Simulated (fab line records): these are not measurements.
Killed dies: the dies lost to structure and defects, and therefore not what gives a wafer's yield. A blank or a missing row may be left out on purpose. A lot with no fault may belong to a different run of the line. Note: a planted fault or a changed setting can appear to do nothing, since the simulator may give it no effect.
fab line records -- flow rit_cmos
record: lots: 5, wafers: 15, last_day: 8
route steps=202 shown SILICIDE@167 CONTACT@168 M1@184
lots with no fault: from the same line, run without faults
start_h: hours from the record's first day to the start of the lot's first wafer shown -- wait_h: hours since the lot's step before -- " unchanged from the row above -- L1.1+2: several wafers, shown together as one row -- - no value, or no start was given -- * or withheld: withheld -- < > ~ a bound
route shown NAME@n: NAME is a module with steps in the file, n the number in the route of the first one -- usual: mean/standard deviation taken from wafers without a fault -- same: alike in all rows -- chamber/n: place in a boat -- sites: per-site readings -- _std_site: standard deviation of those values -- _edge_site: mean of outer sites minus mean of inner sites -- radius_mm: for every site, how far away it sits from the centre of the wafer -- mask NAME#n: copy n -- behind: the tool/chamber that last shaped the wafer -- hold: what put the lot on hold/how long, in hours/how the hold closed -- device: transistor that didn't switch, given as n, p or np -- end of line: tests of these same wafers at the route's end -- step lacking rows: just its recipe -- killed: not the wafer's yield, but the dies lost to structure and defects at the first sort -- map: the dies of a wafer, with x for killed, . for not killed, _ for no die there
set.NAME: the setting that was run; set.NAME@STEP: the one run at that earlier step -- model.NAME: the simulator's own value behind a step, which no gauge read
lots at selected steps of the route; one table per step, one row per wafer
services: when a tool's chamber went out of use (start_h, in hours from the record's first day, below 0 if earlier), for how many hours, and the reason
== steps ==
step: RIT_SILICIDE_RTA_06
recipe: temp_c: 750, time_s: 10, idle_temp_c: 25, ramp_up_s: 5, ramp_down_s: 10, cool_to_c: 25, ambient: N2
step: RIT_CONTACT_CVD_00
recipe: material: SiO2, target_thk_nm: 400, precursor: TEOS, temp_c: 390, time_s: 61, rf_w: 400
usual: heater_power_w: 339/51
lot.wafer,tool,chamber,start_h,wait_h,heater_power_w
L876.1,pecvd-02,2,57.12,0.1,324
L876.5,pecvd-02,1,57.12,0.1,307
L876.6,pecvd-02,0,57.12,0.1,312
L877.3,pecvd-03,2,62.11,0.0,438
L877.4,pecvd-03,0,62.11,0.0,346
L877.6,pecvd-03,2,62.11,0.0,451
L882.1,pecvd-02,1,87.27,0.1,360
L882.3,pecvd-02,0,87.27,0.1,301
L882.5,pecvd-02,1,87.27,0.1,363
L883.1,pecvd-03,2,94.66,0.1,382
L883.4,pecvd-03,0,94.66,0.1,367
L883.5,pecvd-03,2,94.66,0.1,395
L898.2,pecvd-03,1,182.20,0.0,360
L898.3,pecvd-03,0,182.20,0.0,370
L898.5,pecvd-03,1,182.20,0.0,265
step: RIT_CONTACT_THK_MEAS_01
recipe: reads: SiO2_of_CONTACT_CVD_00
usual: CONTACT_TEOS_THK: 402/5.5
lot.wafer,tool,chamber,start_h,wait_h,CONTACT_TEOS_THK[nm]
L876.1,film_metro-03,-,57.17,0.0,396
L876.5,film_metro-03,-,57.17,0.0,413
L876.6,film_metro-03,-,57.17,0.0,408
L877.3,film_metro-04,-,62.18,0.0,402
L877.4,film_metro-04,-,62.18,0.0,402
L877.6,film_metro-04,-,62.18,0.0,405
L882.1,film_metro-03,-,87.32,0.0,405
L882.3,film_metro-03,-,87.32,0.0,399
L882.5,film_metro-03,-,87.32,0.0,416
L883.1,film_metro-01,-,94.71,0.0,402
L883.4,film_metro-01,-,94.71,0.0,406
L883.5,film_metro-01,-,94.71,0.0,406
L898.2,film_metro-04,-,182.26,0.0,403
L898.3,film_metro-04,-,182.26,0.0,404
L898.5,film_metro-04,-,182.26,0.0,410
step: RIT_CONTACT_HMDS_02
recipe: prime_time_s: 60, prime_temp_c: 140
step: RIT_CONTACT_COAT_03
recipe: resist: NOVOLAK, spin_rpm: 3250, resist_thk_nm: 1000
step: RIT_CONTACT_SOFTBAKE_04
recipe: resist: NOVOLAK, temp_c: 90, time_s: 60
step: RIT_CONTACT_EXPOSE_05
recipe: mask_id: M11, na: 0.6, source_shape: conventional, sigma_outer: 0.5, target_cd_nm: 1000, dose_mj: 250
step: RIT_CONTACT_PEB_06
recipe: resist: NOVOLAK, temp_c: withheld, time_s: withheld
step: RIT_CONTACT_DEVELOP_07
recipe: resist: NOVOLAK, develop_time_s: 120, dev_temp_c: 23
step: RIT_CONTACT_CD_MEAS_08
recipe: target_cd_nm: 1000
usual: cd_nm: 999.4/1.8
lot.wafer,tool,chamber,start_h,wait_h,cd_nm
L876.1,cd_sem-01,-,58.39,-,1000.7
L876.5,cd_sem-01,-,58.39,-,1001.0
L876.6,cd_sem-01,-,58.39,-,1001.0
L877.3,cd_sem-01,-,63.37,-,998.7
L877.4,cd_sem-01,-,63.37,-,999.9
L877.6,cd_sem-01,-,63.37,-,998.4
L882.1,cd_sem-01,-,88.47,-,998.1
L882.3,cd_sem-01,-,88.47,-,998.4
L882.5,cd_sem-01,-,88.47,-,1000.4
L883.1,cd_sem-02,-,95.74,-,998.3
L883.4,cd_sem-02,-,95.74,-,997.2
L883.5,cd_sem-02,-,95.74,-,996.5
L898.2,cd_sem-01,-,183.42,-,999.1
L898.3,cd_sem-01,-,183.42,-,998.6
L898.5,cd_sem-01,-,183.42,-,997.6
step: RIT_CONTACT_OVL_MEAS_09
usual: CONTACT_OVL: -0.8/1.6
lot.wafer,tool,chamber,start_h,wait_h,CONTACT_OVL[nm]
L876.1,overlay-02,-,58.51,0.1,-1.1
L876.5,overlay-02,-,58.51,0.1,0.2
L876.6,overlay-02,-,58.51,0.1,1.3
L877.3,overlay-01,-,63.47,0.1,-1.1
L877.4,overlay-01,-,63.47,0.1,-1.7
L877.6,overlay-01,-,63.47,0.1,-2.9
L882.1,overlay-01,-,88.59,0.1,-3.1
L882.3,overlay-01,-,88.59,0.1,-2.1
L882.5,overlay-01,-,88.59,0.1,-0.8
L883.1,overlay-02,-,95.86,0.1,0.2
L883.4,overlay-02,-,95.86,0.1,0.7
L883.5,overlay-02,-,95.86,0.1,0.4
L898.2,overlay-01,-,183.53,0.1,-2.4
L898.3,overlay-01,-,183.53,0.1,-3.4
L898.5,overlay-01,-,183.53,0.1,-3.0
step: RIT_CONTACT_HARDBAKE_10
recipe: resist: NOVOLAK, temp_c: 140, time_s: 60
step: RIT_CONTACT_ETCH_11
recipe: target_depth_a: 4800, over_etch_frac: 0.2, stop_on: TiSi2, chemistry: CHF3/CF4/Ar, target: SiO2, CHF3_flow_sccm: 50, cf4_flow_sccm: 10, Ar_flow_sccm: 100, O2_flow_sccm: 5, pressure_mtorr: 100, rf_w: 200, time_s: 320
usual: drypump_motor_current_A: 5.8/0.36, oes_product_au: 0.989/0.014, throttle_valve_pct: 8.77/0.11
lot.wafer,tool,chamber,start_h,wait_h,drypump_motor_current_A,oes_product_au,rf_hours_counter_h,throttle_valve_pct
L876.1,rie_diel-03,3,58.70,0.1,5.5,0.966,32,8.94
L876.5,rie_diel-03,3,58.70,0.1,5.6,0.968,-,8.93
L876.6,rie_diel-03,0,58.70,0.1,5.5,1.005,-,8.79
L877.3,rie_diel-03,3,63.64,0.1,5.5,0.966,32,8.93
L877.4,rie_diel-03,2,63.64,0.1,6.0,0.989,140,8.66
L877.6,rie_diel-03,1,63.64,0.1,6.2,1.002,-,8.62
L882.1,rie_diel-02,3,88.78,0.1,5.8,0.999,6,8.80
L882.3,rie_diel-02,1,88.78,0.1,5.4,0.983,85,8.89
L882.5,rie_diel-02,2,88.78,0.1,5.6,0.982,-,8.82
L883.1,rie_diel-03,0,96.05,0.1,5.5,1.006,109,8.81
L883.4,rie_diel-03,1,96.05,0.1,6.2,1.001,112,8.61
L883.5,rie_diel-03,0,96.05,0.1,5.5,1.003,-,8.80
L898.2,rie_diel-03,1,183.71,0.1,6.2,1.002,114,8.61
L898.3,rie_diel-03,2,183.71,0.1,6.0,0.997,142,8.65
L898.5,rie_diel-03,3,183.71,0.1,5.6,0.968,-,8.93
step: RIT_CONTACT_STRIP_12
recipe: chemistry: O2, time_s: 180, resist: NOVOLAK, platen_temp_c: withheld, power_w: 500, pressure_mtorr: 4000, o2_flow_sccm: 4000
usual: drypump_motor_current_A: 5.9/0.42
lot.wafer,tool,chamber,start_h,wait_h,drypump_motor_current_A,rf_hours_counter_h
L876.1,plasma_asher-02,1,58.89,0.1,5.6,27
L876.5,plasma_asher-02,0,58.89,0.1,6.2,-
L876.6,plasma_asher-02,1,58.89,0.1,5.7,-
L877.3,plasma_asher-02,0,63.89,0.2,6.3,-
L877.4,plasma_asher-02,1,63.89,0.2,5.6,-
L877.6,plasma_asher-02,1,63.89,0.2,5.6,-
L882.1,plasma_asher-04,0,88.97,0.1,6.0,44
L882.3,plasma_asher-04,1,88.97,0.1,5.7,-
L882.5,plasma_asher-04,0,88.97,0.1,6.0,-
L883.1,plasma_asher-01,1,96.24,0.1,5.0,43
L883.4,plasma_asher-01,0,96.24,0.1,6.6,-
L883.5,plasma_asher-01,0,96.24,0.1,6.6,-
L898.2,plasma_asher-04,0,183.90,0.1,6.1,53
L898.3,plasma_asher-04,1,183.90,0.1,5.7,-
L898.5,plasma_asher-04,0,183.90,0.1,6.0,-
step: RIT_CONTACT_CD_MEAS_90
recipe: target_cd_nm: 1000
usual: cd_nm: 999.4/1.9
lot.wafer,tool,chamber,start_h,wait_h,cd_nm
L876.1,cd_sem-01,-,59.07,0.1,1000.7
L876.5,cd_sem-01,-,59.07,0.1,1000.8
L876.6,cd_sem-01,-,59.07,0.1,1001.3
L877.3,cd_sem-01,-,64.05,0.1,998.7
L877.4,cd_sem-01,-,64.05,0.1,999.7
L877.6,cd_sem-01,-,64.05,0.1,998.6
L882.1,cd_sem-02,-,89.19,0.2,998.2
L882.3,cd_sem-02,-,89.19,0.2,998.7
L882.5,cd_sem-02,-,89.19,0.2,1000.2
L883.1,cd_sem-01,-,96.42,0.1,999.1
L883.4,cd_sem-01,-,96.42,0.1,996.8
L883.5,cd_sem-01,-,96.42,0.1,996.8
L898.2,cd_sem-02,-,184.10,0.1,999.7
L898.3,cd_sem-02,-,184.10,0.1,998.5
L898.5,cd_sem-02,-,184.10,0.1,998.1
step: RIT_CONTACT_CLEAN_13
recipe: chemistry: SC1, mix: 3:3:50, time_s: 600, temp_c: 75
step: RIT_CONTACT_CLEAN_14
recipe: chemistry: SC2, mix: 3:3:50, time_s: 600, temp_c: 75, dry: n2_spin
step: RIT_M1_SPUTTER_00
recipe: material: Al, target_thk_nm: 400, power_w: 2000, chamber_pressure_pa: 0.4, gas: Ar, time_s: 500, substrate_temp_c: 25
usual: throttle_valve_pct: 29.8/0.99
lot.wafer,tool,chamber,start_h,wait_h,throttle_valve_pct
L876.1,pvd_sputter-01,-,59.54,0.0,30.3
L876.5,pvd_sputter-01,-,59.54,0.0,30.2
L876.6,pvd_sputter-01,-,59.54,0.0,31.3
L877.3,pvd_sputter-04,-,64.50,0.0,30.3
L877.4,pvd_sputter-04,-,64.50,0.0,30.3
L877.6,pvd_sputter-04,-,64.50,0.0,30.1
L882.1,pvd_sputter-03,-,89.66,0.0,28.0
L882.3,pvd_sputter-03,-,89.66,0.0,29.7
L882.5,pvd_sputter-03,-,89.66,0.0,28.1
L883.1,pvd_sputter-04,-,96.90,0.0,30.2
L883.4,pvd_sputter-04,-,96.90,0.0,29.8
L883.5,pvd_sputter-04,-,96.90,0.0,30.2
L898.2,pvd_sputter-01,-,184.55,0.0,28.1
L898.3,pvd_sputter-01,-,184.55,0.0,31.2
L898.5,pvd_sputter-01,-,184.55,0.0,31.6
step: RIT_M1_RS_MEAS_01
recipe: thk_meas_gauge: four-point-probe, reads: Al_of_M1_SPUTTER_00
usual: M1_AL_RS: 0.0735/0.00081
lot.wafer,tool,chamber,start_h,wait_h,M1_AL_RS[ohm/sq]
L876.1,film_metro-04,-,59.83,0.1,0.0728
L876.5,film_metro-04,-,59.83,0.1,0.0731
L876.6,film_metro-04,-,59.83,0.1,0.0738
L877.3,film_metro-04,-,64.85,0.2,0.0734
L877.4,film_metro-04,-,64.85,0.2,0.0743
L877.6,film_metro-04,-,64.85,0.2,0.0732
L882.1,film_metro-02,-,89.95,0.1,0.0736
L882.3,film_metro-02,-,89.95,0.1,0.0740
L882.5,film_metro-02,-,89.95,0.1,0.0738
L883.1,film_metro-02,-,97.20,0.1,0.0735
L883.4,film_metro-02,-,97.20,0.1,0.0740
L883.5,film_metro-02,-,97.20,0.1,0.0730
L898.2,film_metro-02,-,184.86,0.2,0.0727
L898.3,film_metro-02,-,184.86,0.2,0.0736
L898.5,film_metro-02,-,184.86,0.2,0.0734
step: RIT_M1_THK_MEAS_02
recipe: thk_meas_gauge: xrf, reads: Al_of_M1_SPUTTER_00
usual: M1_AL_THK: 401/5.6
lot.wafer,tool,chamber,start_h,wait_h,M1_AL_THK[nm]
L876.1,film_metro-04,-,59.95,0.1,404
L876.5,film_metro-04,-,59.95,0.1,402
L876.6,film_metro-04,-,59.95,0.1,400
L877.3,film_metro-04,-,64.95,0.1,401
L877.4,film_metro-04,-,64.95,0.1,398
L877.6,film_metro-04,-,64.95,0.1,402
L882.1,film_metro-02,-,90.07,0.1,397
L882.3,film_metro-02,-,90.07,0.1,400
L882.5,film_metro-02,-,90.07,0.1,397
L883.1,film_metro-02,-,97.32,0.1,398
L883.4,film_metro-02,-,97.32,0.1,396
L883.5,film_metro-02,-,97.32,0.1,401
L898.2,film_metro-02,-,184.97,0.1,406
L898.3,film_metro-02,-,184.97,0.1,396
L898.5,film_metro-02,-,184.97,0.1,399
step: RIT_M1_HMDS_03
recipe: prime_time_s: 60, prime_temp_c: 140
step: RIT_M1_COAT_04
recipe: resist: NOVOLAK, spin_rpm: 2000, resist_thk_nm: 1310
step: RIT_M1_SOFTBAKE_05
recipe: resist: NOVOLAK, temp_c: 90, time_s: 60
step: RIT_M1_EXPOSE_06
recipe: mask_id: M12, na: 0.6, source_shape: conventional, sigma_outer: 0.5, target_cd_nm: 2600, dose_mj: 250
step: RIT_M1_PEB_07
recipe: resist: NOVOLAK, temp_c: withheld, time_s: withheld
step: RIT_M1_DEVELOP_08
recipe: resist: NOVOLAK, develop_time_s: 70.86, dev_temp_c: 23
step: RIT_M1_CD_MEAS_09
recipe: target_cd_nm: 2600
usual: cd_nm: 2600.6/2.6
lot.wafer,tool,chamber,start_h,wait_h,cd_nm
L876.1,cd_sem-01,-,60.89,-,2602.0
L876.5,cd_sem-01,-,60.89,-,2606.1
L876.6,cd_sem-01,-,60.89,-,2604.0
L877.3,cd_sem-02,-,66.04,-,2600.6
L877.4,cd_sem-02,-,66.04,-,2600.5
L877.6,cd_sem-02,-,66.04,-,2598.6
L882.1,cd_sem-01,-,91.01,-,2598.6
L882.3,cd_sem-01,-,91.01,-,2598.7
L882.5,cd_sem-01,-,91.01,-,2596.6
L883.1,cd_sem-02,-,98.66,-,2595.5
L883.4,cd_sem-02,-,98.66,-,2595.4
L883.5,cd_sem-02,-,98.66,-,2597.2
L898.2,cd_sem-01,-,186.05,-,2606.0
L898.3,cd_sem-01,-,186.05,-,2607.3
L898.5,cd_sem-01,-,186.05,-,2606.8
step: RIT_M1_OVL_MEAS_10
usual: M1_OVL: -1.2/1.4
lot.wafer,tool,chamber,start_h,wait_h,M1_OVL[nm]
L876.1,overlay-02,-,61.01,0.1,-0.2
L876.5,overlay-02,-,61.01,0.1,-0.1
L876.6,overlay-02,-,61.01,0.1,0.7
L877.3,overlay-02,-,66.13,0.1,-1.1
L877.4,overlay-02,-,66.13,0.1,-0.6
L877.6,overlay-02,-,66.13,0.1,-1.0
L882.1,overlay-01,-,91.13,0.1,-3.7
L882.3,overlay-01,-,91.13,0.1,-1.9
L882.5,overlay-01,-,91.13,0.1,-1.8
L883.1,overlay-01,-,98.78,0.1,-1.7
L883.4,overlay-01,-,98.78,0.1,-1.5
L883.5,overlay-01,-,98.78,0.1,-0.1
L898.2,overlay-02,-,186.16,0.1,-0.3
L898.3,overlay-02,-,186.16,0.1,0.0
L898.5,overlay-02,-,186.16,0.1,1.1
step: RIT_M1_HARDBAKE_11
recipe: resist: NOVOLAK, temp_c: 140, time_s: 120
step: RIT_M1_METAL_ETCH_12
recipe: stop_on: SiO2, chemistry: Cl2/BCl3, target: Al, time_s: 165, over_etch_frac: 0.5, pressure_mtorr: 100, target_depth_a: 6000, rf_w: 250, Cl2_flow_sccm: 60, bcl3_flow_sccm: 50
usual: bcl3_flow_sccm: 49.99/0.12, drypump_motor_current_A: 5.7/0.44, oes_product_au: 0.769/0.011, throttle_valve_pct: 8.24/0.11
lot.wafer,tool,chamber,start_h,wait_h,bcl3_flow_sccm,drypump_motor_current_A,oes_product_au,rf_hours_counter_h,throttle_valve_pct
L876.1,rie_metal-01,1,61.30,0.2,49.79,6.7,0.774,1,8.15
L876.5,rie_metal-01,1,61.30,0.2,50.10,6.6,0.757,-,8.14
L876.6,rie_metal-01,0,61.30,0.2,50.00,5.8,0.758,-,8.04
L877.3,rie_metal-04,1,66.46,0.2,50.07,5.5,0.774,-,8.29
L877.4,rie_metal-04,0,66.46,0.2,49.86,5.7,0.771,-,8.30
L877.6,rie_metal-04,1,66.46,0.2,50.12,5.5,0.777,-,8.29
L882.1,rie_metal-01,0,91.58,0.2,49.99,5.9,0.764,1,8.03
L882.3,rie_metal-01,0,91.58,0.2,50.07,5.8,0.759,-,8.04
L882.5,rie_metal-01,0,91.58,0.2,50.09,5.8,0.754,-,8.07
L883.1,rie_metal-04,0,99.12,0.2,49.88,5.7,0.782,37,8.30
L883.4,rie_metal-04,1,99.12,0.2,49.84,5.5,0.783,-,8.27
L883.5,rie_metal-04,1,99.12,0.2,50.08,5.5,0.789,-,8.27
L898.2,rie_metal-03,0,186.44,0.2,49.77,5.3,0.763,4,8.36
L898.3,rie_metal-03,0,186.44,0.2,50.05,5.3,0.775,-,8.36
L898.5,rie_metal-03,0,186.44,0.2,50.00,5.3,0.756,-,8.38
step: RIT_M1_STRIP_13
recipe: chemistry: nmp, resist: NOVOLAK, temp_c: 80, time_s: 600, dry: n2_spin
step: RIT_M1_STRIP_14
recipe: chemistry: O2, time_s: 180, platen_temp_c: withheld, power_w: 500, pressure_mtorr: 4000, o2_flow_sccm: 4000
usual: drypump_motor_current_A: 5.7/0.37
lot.wafer,tool,chamber,start_h,wait_h,drypump_motor_current_A,rf_hours_counter_h
L876.1,plasma_asher-04,1,61.64,0.0,5.7,40
L876.5,plasma_asher-04,0,61.64,0.0,6.0,-
L876.6,plasma_asher-04,1,61.64,0.0,5.7,-
L877.3,plasma_asher-04,0,66.80,0.1,6.0,-
L877.4,plasma_asher-04,1,66.80,0.1,5.7,-
L877.6,plasma_asher-04,0,66.80,0.1,6.0,-
L882.1,plasma_asher-04,0,91.91,0.0,6.0,44
L882.3,plasma_asher-04,1,91.91,0.0,5.7,-
L882.5,plasma_asher-04,1,91.91,0.0,5.7,-
L883.1,plasma_asher-04,0,99.46,0.0,6.0,45
L883.4,plasma_asher-04,0,99.46,0.0,6.1,-
L883.5,plasma_asher-04,0,99.46,0.0,6.0,-
L898.2,plasma_asher-04,1,186.77,0.0,5.7,54
L898.3,plasma_asher-04,1,186.77,0.0,5.7,-
L898.5,plasma_asher-04,1,186.77,0.0,5.7,-
step: RIT_M1_CD_MEAS_90
recipe: target_cd_nm: 2600
usual: cd_nm: 2600/3.2
lot.wafer,tool,chamber,start_h,wait_h,cd_nm
L876.1,cd_sem-01,-,61.81,0.1,2599
L876.5,cd_sem-01,-,61.81,0.1,2605
L876.6,cd_sem-01,-,61.81,0.1,2605
L877.3,cd_sem-01,-,66.96,0.1,2599
L877.4,cd_sem-01,-,66.96,0.1,2599
L877.6,cd_sem-01,-,66.96,0.1,2595
L882.1,cd_sem-01,-,92.09,0.1,2600
L882.3,cd_sem-01,-,92.09,0.1,2601
L882.5,cd_sem-01,-,92.09,0.1,2599
L883.1,cd_sem-01,-,99.63,0.1,2595
L883.4,cd_sem-01,-,99.63,0.1,2595
L883.5,cd_sem-01,-,99.63,0.1,2595
L898.2,cd_sem-02,-,186.97,0.1,2607
L898.3,cd_sem-02,-,186.97,0.1,2607
L898.5,cd_sem-02,-,186.97,0.1,2606
step: RIT_M1_ANNEAL_15
recipe: temp_c: 450, time_s: 1800, ambient: forming_gas_H2N2
step: RIT_M1_BOW_MEAS_16
recipe: mode: bow
usual: M1_BOW: 16/5.8
lot.wafer,tool,chamber,start_h,wait_h,M1_BOW[um]
L876.1,film_metro-01,-,63.43,0.0,19
L876.5,film_metro-01,-,63.43,0.0,19
L876.6,film_metro-01,-,63.43,0.0,19
L877.3,film_metro-02,-,68.58,0.0,23
L877.4,film_metro-02,-,68.58,0.0,23
L877.6,film_metro-02,-,68.58,0.0,25
L882.1,film_metro-02,-,93.71,0.0,22
L882.3,film_metro-02,-,93.71,0.0,16
L882.5,film_metro-02,-,93.71,0.0,9
L883.1,film_metro-02,-,101.25,0.0,12
L883.4,film_metro-02,-,101.25,0.0,16
L883.5,film_metro-02,-,101.25,0.0,11
L898.2,film_metro-01,-,188.59,0.0,20
L898.3,film_metro-01,-,188.59,0.0,13
L898.5,film_metro-01,-,188.59,0.0,18
step: RIT_M1_PROBE_99
usual: killed_at_contacts: 0.1/0.24, killed_at_front_end: 6.7/2.9, killed_dies: 6.8/2.9, killed_on_rim: 1.8/1.4, killed_open: 3.5/2, killed_short: 3.2/1.9
same: gross_dies: 264, killed_at_M0_to_M3: 0, killed_at_M4_up: 0, killed_at_back_side: 0, killed_at_other: 0
lot.wafer,tool,chamber,start_h,wait_h,hold,killed_at_contacts,killed_at_front_end,killed_dies,killed_on_rim,killed_open,killed_short
L876.1,prober-02,-,63.55,0.1,-,0,4,4,0,1,3
L876.5,prober-02,-,63.75,0.2,-,0,7,7,0,4,3
L876.6,prober-02,-,63.80,0.2,-,0,10,10,2,8,2
L877.3,prober-01,-,68.76,0.2,-,0,5,5,2,2,3
L877.4,prober-01,-,68.81,0.2,-,0,10,10,1,1,8
L877.6,prober-01,-,68.91,0.2,-,0,4,4,1,2,2
L882.1,prober-02,-,93.83,0.1,-,0,10,10,5,5,5
L882.3,prober-02,-,93.93,0.2,-,0,6,6,2,4,2
L882.5,prober-02,-,94.03,0.2,-,0,6,6,3,4,2
L883.1,prober-02,-,101.37,0.1,-,0,2,2,0,1,1
L883.4,prober-02,-,101.52,0.2,-,0,5,5,0,3,2
L883.5,prober-02,-,101.57,0.2,-,0,5,5,2,2,3
L898.2,prober-02,-,188.74,0.1,await_dispo/5.6h/release,29,4,33,9,3,1
L898.3,prober-02,-,188.79,0.2,await_dispo/5.6h/release,0,7,7,0,4,3
L898.5,prober-02,-,188.89,0.2,await_dispo/5.6h/release,0,6,6,0,5,1
killed by level:class
L876.1 GATE:geometric_particle:short=2 FOX1:geometric_particle:short=1 FOX1:geometric_particle:open=1
L876.5 GATE:geometric_particle:open=2 FOX1:geometric_particle:short=1 FOX1:geometric_particle:open=1 FOX2:geometric_particle:open=1 GATE:geometric_particle:short=1 SPACER:geometric_particle:short=1
L876.6 GATE:geometric_particle:open=4 REOX:geometric_particle:open=3 FOX1:geometric_particle:open=1 GATE:geometric_particle:short=1 SILICIDE:geometric_particle:short=1
L877.3 GATE:geometric_particle:short=3 GATE:geometric_particle:open=1 REOX:geometric_particle:open=1
L877.4 GATE:geometric_particle:short=6 ACTIVE:geometric_particle:short=1 REOX:geometric_particle:open=1 REOX:geometric_particle:short=1 PWELL:coat_microbubble_printed=1
L877.6 GATE:geometric_particle:short=1 GATE:geometric_particle:open=1 SPACER:geometric_particle:short=1 SPACER:geometric_particle:open=1
L882.1 GATE:geometric_particle:short=3 GATE:geometric_particle:open=2 REOX:geometric_particle:open=2 FOX2:geometric_particle:short=1 SPACER:geometric_particle:open=1 SPACER:geometric_particle:short=1
L882.3 FOX1:geometric_particle:short=1 FOX2:geometric_particle:open=1 GATE:geometric_particle:open=1 SPACER:geometric_particle:short=1 SPACER:geometric_particle:open=1 SILICIDE:geometric_particle:open=1
L882.5 GATE:geometric_particle:open=2 FOX1:geometric_particle:short=1 FOX2:geometric_particle:short=1 FOX2:geometric_particle:open=1 SILICIDE:geometric_particle:open=1
L883.1 FOX2:geometric_particle:short=1 SPACER:geometric_particle:open=1
L883.4 SPACER:geometric_particle:open=2 FOX1:geometric_particle:short=1 FOX2:geometric_particle:open=1 REOX:geometric_particle:short=1
L883.5 SPACER:geometric_particle:short=2 GATE:geometric_particle:open=1 REOX:geometric_particle:short=1 SILICIDE:geometric_particle:open=1
L898.2 CONTACT:unspecified=29 SPACER:geometric_particle:open=2 FOX1:geometric_particle:open=1 REOX:geometric_particle:short=1
L898.3 SILICIDE:geometric_particle:open=2 FOX1:geometric_particle:open=1 FOX1:geometric_particle:short=1 FOX2:geometric_particle:short=1 GATE:geometric_particle:short=1 GATE:geometric_particle:open=1
L898.5 GATE:geometric_particle:open=3 FOX1:geometric_particle:open=1 FOX2:geometric_particle:open=1 SILICIDE:geometric_particle:short=1
map L898.2 (x killed, . not)
________x......_______
_____xxxxxx.......____
____xxxxxx.........___
___xxxxxxxx.........__
__..x.xxxx..........._
__.....xxx....x......_
_.....................
_.............x.......
_.....................
_................x....
__......x............_
__..................._
___.................__
____...............___
_____.............____
________......._______
map L876.6 (x killed, . not)
________......x_______
_____.............____
____...............___
___.................__
__............x......_
__.x......x.........._
_......x..............
_.............x.......
_.....................
_.............x.......
__................x.._
__.................x._
___.................__
____....x..........___
_____.............____
________......._______
== services ==
tool,chamber,start_h,hours,kind
rie_diel-03,0,47.04,5.7,repair
rie_diel-02,1,52.51,3.5,repair
plasma_asher-01,-,65.01,13.4,repair
rie_diel-03,3,76.50,8.4,repair
plasma_asher-01,-,108.75,9.0,pm
plasma_asher-01,0,108.75,9.0,vent_cycle
pecvd-02,-,111.76,0.8,pm
rie_metal-04,-,114.25,2.8,pm
plasma_asher-01,-,119.94,4.3,repair
rie_diel-02,1,123.41,11.2,repair
pvd_sputter-01,-,133.75,11.7,repair
rie_metal-04,1,134.47,6.9,repair
rie_metal-04,-,136.12,20.0,pm
rie_metal-04,0,136.12,20.0,vent_cycle
rie_metal-04,1,136.12,20.0,vent_cycle
pecvd-02,0,137.73,6.2,repair
rie_diel-02,2,140.90,3.3,repair
pecvd-03,-,152.30,1.7,repair
rie_metal-04,0,156.12,-,clean
rie_metal-04,1,156.12,-,clean
pecvd-02,0,156.62,5.8,repair
rie_diel-02,3,156.87,7.2,repair
rie_metal-03,1,164.29,8.9,repair
pecvd-03,-,167.43,0.3,repair
== key ==
first_sign: step: RIT_M1_PROBE_99, reading: killed_at_contacts, direction: up, sigmas: 29, usual: 0.1, struck: 29
effect: step: RIT_M1_PROBE_99, reading: killed_dies, direction: up, sigmas: 9.1, usual: 6.8, struck: 33
met_at RIT_CONTACT_ETCH_11
struck_wafers L898.2
tester_left_out L898
onset_between 96.05 183.71
fault: kind: chamber_particle_source, tool: rie_diel-03, chamber: 1, onset_h: 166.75, steps: RIT_CONTACT_ETCH_11, rate_per_visit_cm2: 0.67214, end_h: 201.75
tester_left_out: of these lots the tester's yield and bins aren't shown, on N5 and GAA mostly nor the transistor test; their killed dies are dies lost to structure and defects alone, not to doping, threshold or leakage, so they don't give the yield
